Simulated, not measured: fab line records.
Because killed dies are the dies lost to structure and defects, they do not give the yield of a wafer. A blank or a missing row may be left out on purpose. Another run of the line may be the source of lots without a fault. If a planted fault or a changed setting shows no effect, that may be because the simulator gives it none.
Shared-tool check :: flow rit cmos :: Sample size 12 lots and 36 wafers

REASON FOR OPENING
Of 12 lots, 4 have the reading PLDD_TW flagged at RIT_PLDD_TW_MEAS_10. No-fault wafers: 2336, standard deviation 15.
Rule: a lot gets a flag if all its wafers with a number sit over 4 standard deviations from that mean, or if no wafer of it has a number. The rest of the lots are taken to be sound.

lot: L807
measured: day 2 20:05
on: film metro-02
PLDD_TW, wafer by wafer: 2335 2335 2346
flag: 

lot: L808
measured: day 3 01:45
on: film metro-01
PLDD_TW, wafer by wafer: 2350 2364 2369
flag: 

lot: L809
measured: day 3 09:43
on: film metro-03
PLDD_TW, wafer by wafer: 2336 2335 2322
flag: 

lot: L810
measured: day 3 14:01
on: film metro-03
PLDD_TW, wafer by wafer: 2322 2323 2324
flag: 

lot: L811
measured: day 3 16:26
on: film metro-03
PLDD_TW, wafer by wafer: 2322 2323 2318
flag: 

lot: L812
measured: day 3 21:32
on: film metro-01
PLDD_TW, wafer by wafer: 2377 2372 2355
flag: 

lot: L813
measured: day 4 04:47
on: film metro-02
PLDD_TW, wafer by wafer: 2338 2323 2352
flag: 

lot: L814
measured: day 4 11:49
on: film metro-03
PLDD_TW, wafer by wafer: 2325 2336 2324
flag: 

lot: L815
measured: day 4 12:22
on: film metro-03
PLDD_TW, wafer by wafer: 2936 2967 2930
flag: FLAGGED

lot: L816
measured: day 4 16:07
on: film metro-03
PLDD_TW, wafer by wafer: 2953 2943 2956
flag: FLAGGED

lot: L817
measured: day 4 23:49
on: film metro-02
PLDD_TW, wafer by wafer: 2956 2963 2957
flag: FLAGGED

lot: L818
measured: day 5 03:20
on: film metro-02
PLDD_TW, wafer by wafer: 2947 2952 2945
flag: FLAGGED
Average over the flagged lots: 2950; offset from the usual +614, equal to +41 standard deviations.

WHICH TOOL RAN EACH LOT
The record keeps 1 process step preceding the reading, out of 202 steps on the route. Cell contents, in order: the tool; ch with the chambers the sampled wafers went through; the start.
lot: L807
flag: 
RIT_PLDD_IMPLANT_08: implanter-01 ch 0, day 2 19:48

lot: L808
flag: 
RIT_PLDD_IMPLANT_08: implanter-01 ch 0, day 3 01:26

lot: L809
flag: 
RIT_PLDD_IMPLANT_08: implanter-04 ch 0, day 3 09:25

lot: L810
flag: 
RIT_PLDD_IMPLANT_08: implanter-03 ch 0, day 3 13:43

lot: L811
flag: 
RIT_PLDD_IMPLANT_08: implanter-01 ch 0, day 3 16:07

lot: L812
flag: 
RIT_PLDD_IMPLANT_08: implanter-03 ch 0, day 3 21:13

lot: L813
flag: 
RIT_PLDD_IMPLANT_08: implanter-03 ch 0, day 4 04:28

lot: L814
flag: 
RIT_PLDD_IMPLANT_08: implanter-04 ch 0, day 4 11:29

lot: L815
flag: FLAGGED
RIT_PLDD_IMPLANT_08: implanter-01 ch 0, day 4 12:04

lot: L816
flag: FLAGGED
RIT_PLDD_IMPLANT_08: implanter-01 ch 0, day 4 15:41

lot: L817
flag: FLAGGED
RIT_PLDD_IMPLANT_08: implanter-03 ch 0, day 4 23:29

lot: L818
flag: FLAGGED
RIT_PLDD_IMPLANT_08: implanter-04 ch 0, day 5 03:01
These steps, and what they do:
- RIT_PLDD_IMPLANT_08
- RIT_PLDD_TW_MEAS_10

FLAGGED AGAINST TOTAL, ONE TOOL AT A TIME (gauges that did the reading follow at the end)
step: RIT_PLDD_IMPLANT_08
tool: implanter-01
lots run: 5
flagged: 2
share of the flagged lots: some
sound lots run after its first flagged lot: 0

step: RIT_PLDD_IMPLANT_08
tool: implanter-03
lots run: 4
flagged: 1
share of the flagged lots: some
sound lots run after its first flagged lot: 0

step: RIT_PLDD_IMPLANT_08
tool: implanter-04
lots run: 3
flagged: 1
share of the flagged lots: some
sound lots run after its first flagged lot: 0

step: RIT_PLDD_TW_MEAS_10
tool: film metro-01
lots run: 2
flagged: 0
share of the flagged lots: none
sound lots run after its first flagged lot: -

step: RIT_PLDD_TW_MEAS_10
tool: film metro-02
lots run: 4
flagged: 2
share of the flagged lots: some
sound lots run after its first flagged lot: 0

step: RIT_PLDD_TW_MEAS_10
tool: film metro-03
lots run: 6
flagged: 2
share of the flagged lots: some
sound lots run after its first flagged lot: 0

WHAT THE TABLE ALLOWS
No row of the table ran every flagged lot.

WHAT WAS PUT IN BY THE SIMULATOR
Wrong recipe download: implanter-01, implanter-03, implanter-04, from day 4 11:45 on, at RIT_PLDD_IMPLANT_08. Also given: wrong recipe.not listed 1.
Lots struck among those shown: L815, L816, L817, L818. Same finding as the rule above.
